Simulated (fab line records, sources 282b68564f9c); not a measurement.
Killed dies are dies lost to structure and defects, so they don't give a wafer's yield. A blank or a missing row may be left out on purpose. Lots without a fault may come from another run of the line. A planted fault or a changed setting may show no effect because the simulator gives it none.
Problem report in the 8D (eight disciplines) form, filled by code | flow rit_cmos | the parts of the form that need people (team, actions taken, sign-off) are left out

1. THE PROBLEM
heater_power_total_W at RIT_CONTACT_SOFTBAKE_04 reads a mean of 46.64 W on 9 wafers of 3 lots; wafers without a fault read 34.56 W with a standard deviation of 0.048. That is +99 or more standard deviations from the usual mean.
The step: time 60 s.
First seen on wafer L940.2, day 6 05:43, on litho_track-04. The record holds 21 wafers of 7 lots with a number at this step. Rule for "out", or "out of limits": more than 4 standard deviations from the usual mean. The other wafers with a number count as sound.

2. WHAT IT IS AND WHAT IT IS NOT
question                    | is                                 | is not
which readings at this step | heater_power_total_W, run_length_s | -
which lots                  | L940, L942, L943                   | L926, L935, L941, L946
which wafers of those lots  | all that have a number             | -
read on which tools         | litho_track-04                     | litho_track-01, litho_track-03
when                        | from day 6 05:43                   | up to then (6 sound wafers); but 6 sound wafers of L941, L946 came after

3. SUSPECTS, AND WHAT RULES EACH OUT
Counting: a tool at a process step up to the reading stays a suspect if it ran every lot that is out and no sound lot after the first of them.
- litho_track-04 at RIT_CONTACT_SOFTBAKE_04 (time 60 s): kept. It ran every lot that is out, first L940 (day 6 05:43), and no sound lot after that; its last sound lot up to then is L935 (day 5 05:34). Its own readings are out on those wafers: heater_power_total_W, run_length_s.
Left after counting: litho_track-04 at RIT_CONTACT_SOFTBAKE_04.

4. THE CAUSE (what the simulator had put in)
Process parameter drift: litho_track-04, from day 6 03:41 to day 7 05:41, at RIT_CONTACT_SOFTBAKE_04. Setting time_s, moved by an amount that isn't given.
Counting left only this tool.

5. THE CHAIN OF EFFECTS, in route order
Each row: a reading whose mean over the struck wafers that have a number lies more than 3 standard deviations from the usual. Only readings for which the record gives a usual standard deviation are gone through. hours: the time from each lot's start at the first step in this table that gives one to its start at this step, as a median over the lots. sigmas: the change in usual standard deviations.
hours | step                    | reading              | usual   | on struck wafers | change | sigmas
0     | RIT_CONTACT_SOFTBAKE_04 | heater_power_total_W | 34.56 W | 46.64            | +12.08 | +99 or more
0     | RIT_CONTACT_SOFTBAKE_04 | run_length_s         | 89.38 s | 48.72            | -40.66 | -99 or more
The process steps in it:
- RIT_CONTACT_SOFTBAKE_04: time 60 s.
Later measuring or inspecting steps at which every struck wafer that the step has a row for has a number for every such reading, and none has moved that far: RIT_CONTACT_CD_MEAS_08.

6. WHAT WOULD HAVE CAUGHT IT SOONER
In this record the first reading out of limits was taken at day 6 05:43, 2 hours after the fault began at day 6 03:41.
